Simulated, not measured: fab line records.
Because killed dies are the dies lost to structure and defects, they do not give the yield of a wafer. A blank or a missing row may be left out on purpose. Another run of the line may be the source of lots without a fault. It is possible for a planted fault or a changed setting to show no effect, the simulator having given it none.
fab line records -- flow rit-cmos
record: lots: 5, wafers: 23
route steps=202 shown M1@196
start-h: start of the lot's first displayed wafer, in hours after the record's first day -- wait-h: hours since the lot's step before -- " the same as in the row above -- L1.1+2: a row that stands for several wafers -- - either no value or no given start -- * or withheld: withheld -- < > ~ a bound
route shown NAME@n: a module of which the file shows steps, and the number in the route of the first -- usual: the fault-free wafers' mean and standard deviation -- same: alike in all rows -- chamber/n: place in a boat -- sites: per-site readings -- _std_site: the values' standard deviation -- _edge_site: inner sites' mean taken away from outer sites' mean -- radius-mm: for every site, how far away it sits from the centre of the wafer -- mask NAME#n: copy n -- behind: the last tool/chamber to shape the wafer -- hold: the reason the lot was held/the length of the hold in hours/how it ended -- device: which transistor (n, p or np) failed to switch -- end of line: at the end of the route, the tests of the same wafers -- a step given without rows: its recipe and nothing more -- killed: not the wafer's yield, but the dies lost to structure and defects at the first sort -- map: a wafer's dies, marking killed ones x, the rest . and places with no die _
set.NAME: the setting as run; set.NAME@STEP: as run at that earlier step -- model.NAME: the simulator's own value behind a step, which no gauge read
one table per step and one row per wafer, for lots whose settings were changed on purpose
== steps ==
step: RIT_M1_METAL_ETCH_12
recipe: stop-on: SiO2, chemistry: Cl2/BCl3, target: Al, time-s: 165, over-etch-frac: 0.5, pressure-mtorr: 100, target-depth-a: 6000, rf-w: 250, Cl2_flow_sccm: 60, bcl3-flow-sccm: 50
usual: oes-product-au: 0.769/0.012
lot.wafer,tool,chamber,start-h,wait-h,set.rf-w,set.time-s@M1_SPUTTER_00,set.dose-mj@M1_EXPOSE_06,oes-product-au,model.NOVOLAK_of_M1_COAT_04.thk-nm,model.M1.cd-nm
L074.1,rie-metal-02,1,60.43,0.2,250,500,250,0.760,816.2,2602
L074.2,rie-metal-02,0,60.43,0.2,250,500,250,0.775,821.3,2598
L074.3,rie-metal-02,1,60.43,0.2,250,500,250,0.743,818.9,2601
L074.4,rie-metal-02,0,60.43,0.2,250,500,240,0.768,821.3,2608
L074.5,rie-metal-02,1,60.43,0.2,250,500,240,0.750,817.1,2615
L078.1,rie-metal-01,0,77.00,0.2,250,500,250,0.756,799.9,2602
L078.2,rie-metal-01,1,77.00,0.2,250,434,257.8,0.725,-,2592
L078.3,rie-metal-01,0,77.00,0.2,267.2,434,250,0.705,-,2595
L078.5,rie-metal-01,1,77.00,0.2,267.2,500,250,0.776,777.4,2598
L078.6,rie-metal-01,0,77.00,0.2,267.2,434,257.8,0.709,-,2587
L079.2,rie-metal-03,0,84.93,0.2,277.9,500,242.5,0.784,753.3,2601
L079.3,rie-metal-03,0,84.93,0.2,250,500,242.5,0.760,794.6,2607
L079.4,rie-metal-03,1,84.93,0.2,250,500,250,0.773,808,2599
L079.5,rie-metal-03,1,84.93,0.2,250,500,250,0.778,806.4,2600
L079.6,rie-metal-03,0,84.93,0.2,277.9,500,242.5,0.783,757,2599
L084.1,rie-metal-01,0,111.36,0.2,250,451.1,250,0.718,-,2601
L084.2,rie-metal-01,1,111.36,0.2,250,500,250,0.787,811,2606
L084.3,rie-metal-01,1,111.36,0.2,250,500,267.3,0.786,812.3,2588
L084.5,rie-metal-01,1,111.36,0.2,250,451.1,267.3,0.736,-,2586
L084.6,rie-metal-01,0,111.36,0.2,250,451.1,250,0.725,-,2604
L085.2,rie-metal-03,1,116.01,0.2,250,500,250,0.775,800.8,2602
L085.4,rie-metal-03,0,116.01,0.2,250,500,250,0.782,793.3,2602
L085.5,rie-metal-03,0,116.01,0.2,250,500,250,0.779,795.8,2600
step: RIT_M1_STRIP_13
recipe: chemistry: nmp, resist: NOVOLAK, temp-c: 80, time-s: 600, dry: n2-spin
step: RIT_M1_STRIP_14
recipe: chemistry: O2, time-s: 180, platen-temp-c: withheld, power-w: 500, pressure-mtorr: 4000, o2-flow-sccm: 4000
step: RIT_M1_CD_MEAS_90
recipe: target-cd-nm: 2600
usual: cd-nm: 2601.1/2.3
lot.wafer,tool,chamber,start-h,wait-h,set.dose-mj@M1_EXPOSE_06,cd-nm
L074.1,cd-sem-02,-,60.94,0.1,250,2601.6
L074.2,cd-sem-02,-,60.94,0.1,250,2597.9
L074.3,cd-sem-02,-,60.94,0.1,250,2600.6
L074.4,cd-sem-02,-,60.94,0.1,240,2608.0
L074.5,cd-sem-02,-,60.94,0.1,240,2614.9
L078.1,cd-sem-01,-,77.52,0.1,250,2602.1
L078.2,cd-sem-01,-,77.52,0.1,257.8,2592.4
L078.3,cd-sem-01,-,77.52,0.1,250,2595.5
L078.5,cd-sem-01,-,77.52,0.1,250,2598.4
L078.6,cd-sem-01,-,77.52,0.1,257.8,2586.4
L079.2,cd-sem-01,-,85.46,0.1,242.5,2601.2
L079.3,cd-sem-01,-,85.46,0.1,242.5,2606.6
L079.4,cd-sem-01,-,85.46,0.1,250,2598.8
L079.5,cd-sem-01,-,85.46,0.1,250,2599.4
L079.6,cd-sem-01,-,85.46,0.1,242.5,2598.9
L084.1,cd-sem-02,-,111.87,0.1,250,2600.4
L084.2,cd-sem-02,-,111.87,0.1,250,2605.6
L084.3,cd-sem-02,-,111.87,0.1,267.3,2587.7
L084.5,cd-sem-02,-,111.87,0.1,267.3,2585.6
L084.6,cd-sem-02,-,111.87,0.1,250,2604.2
L085.2,cd-sem-02,-,116.56,0.1,250,2601.5
L085.4,cd-sem-02,-,116.56,0.1,250,2602.2
L085.5,cd-sem-02,-,116.56,0.1,250,2600.4
== key ==
split: step: RIT_M1_METAL_ETCH_12, setting: rf-w, stated: 250, by: wafer
response: step: RIT_M1_METAL_ETCH_12, reading: model.NOVOLAK_of_M1_COAT_04.thk-nm, change: -4.15, per: 1%, r: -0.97
split outside-this-file step=RIT_M1_SPUTTER_00 setting=time-s
split outside-this-file step=RIT_M1_EXPOSE_06 setting=dose-mj
split outside-this-file: this setting was split too, and the file shows its column; the key of that split is in another file
